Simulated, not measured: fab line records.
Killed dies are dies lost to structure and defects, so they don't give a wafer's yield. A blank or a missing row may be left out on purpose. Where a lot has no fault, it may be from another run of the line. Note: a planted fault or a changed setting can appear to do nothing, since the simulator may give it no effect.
fab line records	flow rit_cmos
record: lots: 5	wafers: 15	last_day: 8
route steps=202 shown ACTIVE@19 FOX1@20 FOX2@23 NWELL@28 M1@202
lots with no fault: from the same line, run without faults
start_h: hours from the record's opening day to when the first of the lot's shown wafers began	wait_h: how many hours have passed since the lot's step before this one	" same as the row above	L1.1+2: several wafers, shown together as one row	- no value, or no start given	* or withheld: withheld	< > ~ a bound
route shown NAME@n: names a module that has steps shown in the file, with the first one's number in the route	usual: mean/standard deviation taken from wafers without a fault	same: alike in all rows	chamber/n: place in a boat	sites: each site's reading	_std_site: how widely they spread, as a standard deviation	_edge_site: mean of outer sites minus mean of inner sites	radius_mm: how far each site lies from the wafer's centre	mask NAME#n: copy n	behind: the last tool/chamber to shape the wafer	hold: why the lot went on hold/how many hours it stayed there/how the hold came to an end	device: the transistor (n, p or np) that didn't switch	end of line: at the end of the route, the tests of the same wafers	step lacking rows: just its recipe	killed: the dies lost at the first sort to structure and to defects; this is not the yield of the wafer	map: dies across one wafer; x = killed, . = not, _ = none there
set.NAME: setting as actually run; set.NAME@STEP: the setting as run at that earlier step	model.NAME: the simulator's own value behind a step, which no gauge read
lots at some steps of the route; a table a step, a row a wafer
services: from which hour (start_h, from the record's first day; less than 0 if before it) a tool's chamber was out of use, for how many hours, and why
== steps ==
step: RIT_ACTIVE_CLEAN_17
recipe: chemistry: SC2	mix: 3:3:50	time_s: 600	temp_c: 75	dry: n2_spin
step: RIT_FOX1_OXIDATION_00
recipe: temp_c: 1100	ambient: H2O	target_thk_a: 3507	p_h2o_torr: 720	ox_time_s: 1130
step: RIT_FOX1_THK_MEAS_01
recipe: reads: SiO2_of_FOX1_OXIDATION_00
usual: FOX1_OXIDE_THK: 349/6.6
lot.wafer	tool	chamber	start_h	wait_h	FOX1_OXIDE_THK[nm]
L176.4	film_metro-02	-	52.93	0.0	342
L176.5	"	-	"	"	353
L176.6	"	-	"	"	351
L178.2	film_metro-01	-	63.32	0.0	344
L178.3	"	-	"	"	339
L178.5	"	-	"	"	345
L182.1	film_metro-01	-	81.94	0.0	354
L182.2	"	-	"	"	353
L182.5	"	-	"	"	345
L189.2	film_metro-02	-	117.33	0.0	356
L189.4	"	-	"	"	354
L189.5	"	-	"	"	355
L192.3	film_metro-02	-	131.96	0.0	356
L192.5	"	-	"	"	365
L192.6	"	-	"	"	362
step: RIT_FOX1_WET_ETCH_02
recipe: chemistry: BOE	target_depth_nm: 350	time_s: 377.4	temp_c: 21.5	dry: n2_spin	dilution: 10:1	target: SiO2
step: RIT_FOX2_OXIDATION_00
recipe: temp_c: 1100	ambient: H2O	target_thk_a: 3507	p_h2o_torr: 720	ox_time_s: 1130
step: RIT_FOX2_THK_MEAS_01
recipe: reads: SiO2_of_FOX2_OXIDATION_00
usual: FOX2_OXIDE_THK: 348/5.5
lot.wafer	tool	chamber	start_h	wait_h	FOX2_OXIDE_THK[nm]
L176.4	film_metro-04	-	54.42	0.0	353
L176.5	"	-	"	"	360
L176.6	"	-	"	"	351
L178.2	film_metro-02	-	64.81	0.0	349
L178.3	"	-	"	"	351
L178.5	"	-	"	"	352
L182.1	film_metro-02	-	83.71	0.0	342
L182.2	"	-	"	"	343
L182.5	"	-	"	"	346
L189.2	film_metro-02	-	118.83	0.0	352
L189.4	"	-	"	"	352
L189.5	"	-	"	"	354
L192.3	film_metro-04	-	133.45	0.0	347
L192.5	"	-	"	"	345
L192.6	"	-	"	"	352
step: RIT_FOX2_CLEAN_02
recipe: chemistry: dHF	dilution: 50:1	time_s: 180
step: RIT_FOX2_WET_ETCH_03
recipe: chemistry: H3PO4	target: Si3N4	target_depth_nm: 195	temp_c: 165	time_s: 2700
step: RIT_FOX2_THK_MEAS_90
recipe: reads: SiO2_of_FOX2_OXIDATION_00
usual: FIELD_OXIDE_LEFT_1_THK: 320/5.5
lot.wafer	tool	chamber	start_h	wait_h	FIELD_OXIDE_LEFT_1_THK[nm]
L176.4	film_metro-04	-	55.42	0.0	326
L176.5	"	-	"	"	333
L176.6	"	-	"	"	324
L178.2	film_metro-04	-	65.69	0.0	323
L178.3	"	-	"	"	324
L178.5	"	-	"	"	325
L182.1	film_metro-02	-	84.59	0.0	315
L182.2	"	-	"	"	316
L182.5	"	-	"	"	319
L189.2	film_metro-02	-	119.77	0.0	325
L189.4	"	-	"	"	325
L189.5	"	-	"	"	327
L192.3	film_metro-03	-	134.33	0.0	319
L192.5	"	-	"	"	317
L192.6	"	-	"	"	325
step: RIT_NWELL_HMDS_00
recipe: prime_time_s: 60	prime_temp_c: 140
step: RIT_NWELL_COAT_01
recipe: resist: NOVOLAK	spin_rpm: 2000	resist_thk_nm: 1300
step: RIT_NWELL_SOFTBAKE_02
recipe: resist: NOVOLAK	temp_c: 90	time_s: 60
step: RIT_NWELL_EXPOSE_03
recipe: mask_id: M2	na: 0.57	target_cd_nm: 43900	dose_mj: 250
lot.wafer	tool	chamber	start_h	wait_h	mask
L176.4+5+6	iline_stepper-02	0	55.98	0.1	M2#0
L178.2+3+5	iline_stepper-01	0	66.54	0.3	M3#0
L182.1+2+5	iline_stepper-01	0	85.10	0.1	M2#0
L189.2+4+5	iline_stepper-02	0	120.29	0.1	M2#0
L192.3+5+6	iline_stepper-01	0	134.93	0.1	M2#0
step: RIT_NWELL_PEB_04
recipe: resist: NOVOLAK	temp_c: withheld	time_s: withheld
step: RIT_NWELL_DEVELOP_05
recipe: resist: NOVOLAK	develop_time_s: 68	dev_temp_c: 23
step: RIT_NWELL_OVL_MEAS_06
usual: NWELL_OVL: -1.0/1.4
lot.wafer	tool	chamber	start_h	wait_h	NWELL_OVL[nm]
L176.4	overlay-02	-	56.37	-	0.3
L176.5	"	-	"	"	0.2
L176.6	"	-	"	"	0.5
L178.2	overlay-02	-	67.17	-	-
L178.3	"	-	"	"	-
L178.5	"	-	"	"	-
L182.1	overlay-02	-	85.53	-	-2.2
L182.2	"	-	"	"	-2.8
L182.5	"	-	"	"	-0.2
L189.2	overlay-02	-	120.71	-	1.9
L189.4	"	-	"	"	0.4
L189.5	"	-	"	"	1.1
L192.3	overlay-02	-	135.34	-	-1.5
L192.5	"	-	"	"	0.9
L192.6	"	-	"	"	-1.6
step: RIT_NWELL_HARDBAKE_07
recipe: resist: NOVOLAK	temp_c: 140	time_s: 120
step: RIT_NWELL_IMPLANT_08
recipe: species: P	energy_kev: 168.6	dose_cm2: 5e+13	tilt_deg: 7
step: RIT_NWELL_STRIP_09
recipe: chemistry: O2	time_s: 180	resist: NOVOLAK	platen_temp_c: withheld	power_w: 500	pressure_mtorr: 4000	o2_flow_sccm: 4000
usual: drypump_motor_current_A: 5.7/0.33
lot.wafer	tool	chamber	start_h	wait_h	drypump_motor_current_A	rf_hours_counter_h
L176.4	plasma_asher-02	1	56.85	0.1	5.5	-
L176.5	"	1	"	"	5.5	-
L176.6	"	0	"	"	6.1	-
L178.2	plasma_asher-01	0	67.60	0.1	5.8	44
L178.3	"	0	"	"	5.8	-
L178.5	"	0	"	"	5.8	-
L182.1	plasma_asher-02	1	85.96	0.1	5.5	47
L182.2	"	0	"	"	6.1	47
L182.5	"	0	"	"	6.1	-
L189.2	plasma_asher-01	0	121.14	0.1	5.7	51
L189.4	"	0	"	"	5.7	-
L189.5	"	1	"	"	5.1	-
L192.3	plasma_asher-03	0	135.82	0.1	5.6	-
L192.5	"	1	"	"	6.0	-
L192.6	"	0	"	"	5.6	-
step: RIT_NWELL_TW_MEAS_10
usual: NWELL_TW: 2145/10
lot.wafer	tool	chamber	start_h	wait_h	hold	NWELL_TW
L176.4	film_metro-02	-	57.00	0.1	-	2136
L176.5	"	-	"	"	-	2148
L176.6	"	-	"	"	-	2140
L178.2	film_metro-02	-	67.78	0.1	await_dispo/0.2h/release	30
L178.3	"	-	"	"	await_dispo/0.2h/release	30
L178.5	"	-	"	"	await_dispo/0.2h/release	30
L178.2	film_metro-02	-	68.01	0.2	-	30
L178.3	"	-	"	"	-	30
L178.5	"	-	"	"	-	30
L182.1	film_metro-02	-	86.14	0.1	-	2153
L182.2	"	-	"	"	-	2136
L182.5	"	-	"	"	-	2127
L189.2	film_metro-02	-	121.33	0.1	-	2144
L189.4	"	-	"	"	-	2158
L189.5	"	-	"	"	-	2144
L192.3	film_metro-02	-	135.96	0.1	-	2153
L192.5	"	-	"	"	-	2141
L192.6	"	-	"	"	-	2142
step: RIT_M1_PROBE_99
usual: defect_limited_yield: 97.3/1.2	killed_at_contacts: 0.1/0.25	killed_at_front_end: 7/3.2	killed_dies: 7/3.2	killed_open: 3.5/2.1	killed_short: 3.5/2.1	sort_bin_3_pad_short: 0.1/0.21	sort_bin_5_function: 1.5/0.8	sort_bin_6_memory: 1.0/0.69	sort_n_pass: 257/3.2	sort_yield_pct: 97.3/1.2
same: gross_dies: 264	killed_at_M0_to_M3: 0	killed_at_M4_up: 0	killed_at_back_side: 0	killed_at_other: 0
lot.wafer	tool	chamber	start_h	wait_h	defect_limited_yield[%]	killed_at_contacts	killed_at_front_end	killed_dies	killed_open	killed_short	sort_bin_3_pad_short[%]	sort_bin_5_function[%]	sort_bin_6_memory[%]	sort_n_pass	sort_yield_pct[%]
L176.4	prober-01	-	92.12	0.2	97.7	0	6	6	4	2	0	1.9	0.4	258	97.7
L176.5	prober-01	-	92.17	0.2	97.3	0	7	7	3	4	0.4	1.1	1.1	257	97.3
L176.6	prober-01	-	92.22	0.2	94.3	0	15	15	8	7	0.8	2.3	2.7	249	94.3
L182.1	prober-02	-	123.45	0.1	96.2	0	10	10	2	8	0	3.0	0.8	254	96.2
L182.2	prober-02	-	123.50	0.1	94.7	1	13	14	8	6	0.8	2.3	2.3	250	94.7
L182.5	prober-02	-	123.65	0.2	96.2	0	10	10	6	4	0.4	3.0	0.4	254	96.2
L189.2	prober-01	-	165.84	0.1	97.3	0	7	7	2	5	0	1.1	1.5	257	97.3
L189.4	prober-01	-	165.94	0.2	95.8	0	11	11	7	4	0	3.0	1.1	253	95.8
L189.5	prober-01	-	165.99	0.2	95.8	0	11	11	5	6	0.4	2.7	1.1	253	95.8
L192.3	prober-02	-	181.12	0.2	97.3	0	7	7	5	1	0.4	1.5	0.8	257	97.3
L192.5	prober-02	-	181.22	0.2	98.5	0	4	4	2	2	0	0.4	1.1	260	98.5
L192.6	prober-02	-	181.27	0.2	97.3	0	7	7	3	4	0	1.1	1.5	257	97.3
killed by level:class
L176.4 GATE:geometric_particle:open=2 GATE:geometric_particle:short=1 REOX:geometric_particle:open=1 REOX:geometric_particle:short=1 SILICIDE:geometric_particle:open=1
L176.5 GATE:geometric_particle:short=2 SILICIDE:geometric_particle:open=2 GATE:geometric_particle:open=1 SPACER:geometric_particle:short=1 SILICIDE:geometric_particle:short=1
L176.6 GATE:geometric_particle:short=3 GATE:geometric_particle:open=2 REOX:geometric_particle:open=2 SPACER:geometric_particle:open=2 SILICIDE:geometric_particle:short=2 SILICIDE:geometric_particle:open=2 FOX2:geometric_particle:short=1 REOX:geometric_particle:short=1
L182.1 GATE:geometric_particle:short=3 SILICIDE:geometric_particle:short=2 FOX2:geometric_particle:short=1 GATE:geometric_particle:open=1 REOX:geometric_particle:short=1 SPACER:geometric_particle:short=1 SILICIDE:geometric_particle:open=1
L182.2 GATE:geometric_particle:open=3 GATE:geometric_particle:short=2 REOX:geometric_particle:open=2 SILICIDE:geometric_particle:open=2 REOX:geometric_particle:short=1 SPACER:geometric_particle:open=1 SPACER:geometric_particle:short=1 SILICIDE:geometric_particle:short=1
L182.5 REOX:geometric_particle:open=4 REOX:geometric_particle:short=3 GATE:geometric_particle:open=2 GATE:geometric_particle:short=1
L189.2 REOX:geometric_particle:short=2 FOX2:geometric_particle:open=1 GATE:geometric_particle:short=1 GATE:geometric_particle:open=1 SPACER:geometric_particle:short=1 SILICIDE:geometric_particle:short=1
L189.4 FOX1:geometric_particle:open=3 FOX1:geometric_particle:short=2 REOX:geometric_particle:open=2 FOX2:geometric_particle:open=1 GATE:geometric_particle:short=1 SPACER:geometric_particle:open=1 SPACER:geometric_particle:short=1
L189.5 FOX1:geometric_particle:short=2 GATE:geometric_particle:short=2 SILICIDE:geometric_particle:open=2 FOX1:geometric_particle:open=1 GATE:geometric_particle:open=1 REOX:geometric_particle:short=1 SPACER:geometric_particle:open=1 SILICIDE:geometric_particle:short=1
L192.3 SPACER:geometric_particle:open=2 FOX1:geometric_particle:open=1 FOX2:geometric_particle:open=1 GATE:geometric_particle:short=1 GATE:geometric_particle:open=1 GATE:coat_microbubble_printed=1
L192.5 FOX2:geometric_particle:open=1 GATE:geometric_particle:short=1 REOX:geometric_particle:open=1 SPACER:geometric_particle:short=1
L192.6 REOX:geometric_particle:short=3 GATE:geometric_particle:open=2 REOX:geometric_particle:open=1 SPACER:geometric_particle:short=1
== services ==
tool	chamber	start_h	hours	kind
plasma_asher-03	-	34.16	28.1	pm
plasma_asher-02	-	60.59	2.8	repair
iline_stepper-02	-	72.19	1.7	pm
iline_stepper-02	-	104.75	8.9	pm
plasma_asher-02	-	108.92	9.0	pm
plasma_asher-02	0	108.92	9.0	vent_cycle
plasma_asher-02	1	108.92	9.0	vent_cycle
plasma_asher-02	0	117.92	-	clean
plasma_asher-02	1	117.92	-	clean
== key ==
first_sign: step: RIT_NWELL_EXPOSE_03	reading: mask	direction: changed
effect: step: RIT_NWELL_OVL_MEAS_06	reading: NWELL_OVL	direction: missing
effect: step: RIT_NWELL_TW_MEAS_10	reading: visit	direction: added
effect: step: RIT_NWELL_TW_MEAS_10	reading: NWELL_TW	direction: down	sigmas: 99+	usual: 2145	struck: 30
met_at RIT_NWELL_EXPOSE_03
struck_wafers L178.2,L178.3,L178.5
scrapped_behind RIT_NWELL_TW_MEAS_10 L178.2,L178.3,L178.5
fault: kind: wrong_mask	tool: any	chamber: -	onset_h: 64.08	steps: RIT_NWELL_EXPOSE_03	aux_copy: M3#0	scope: struck_lots_only
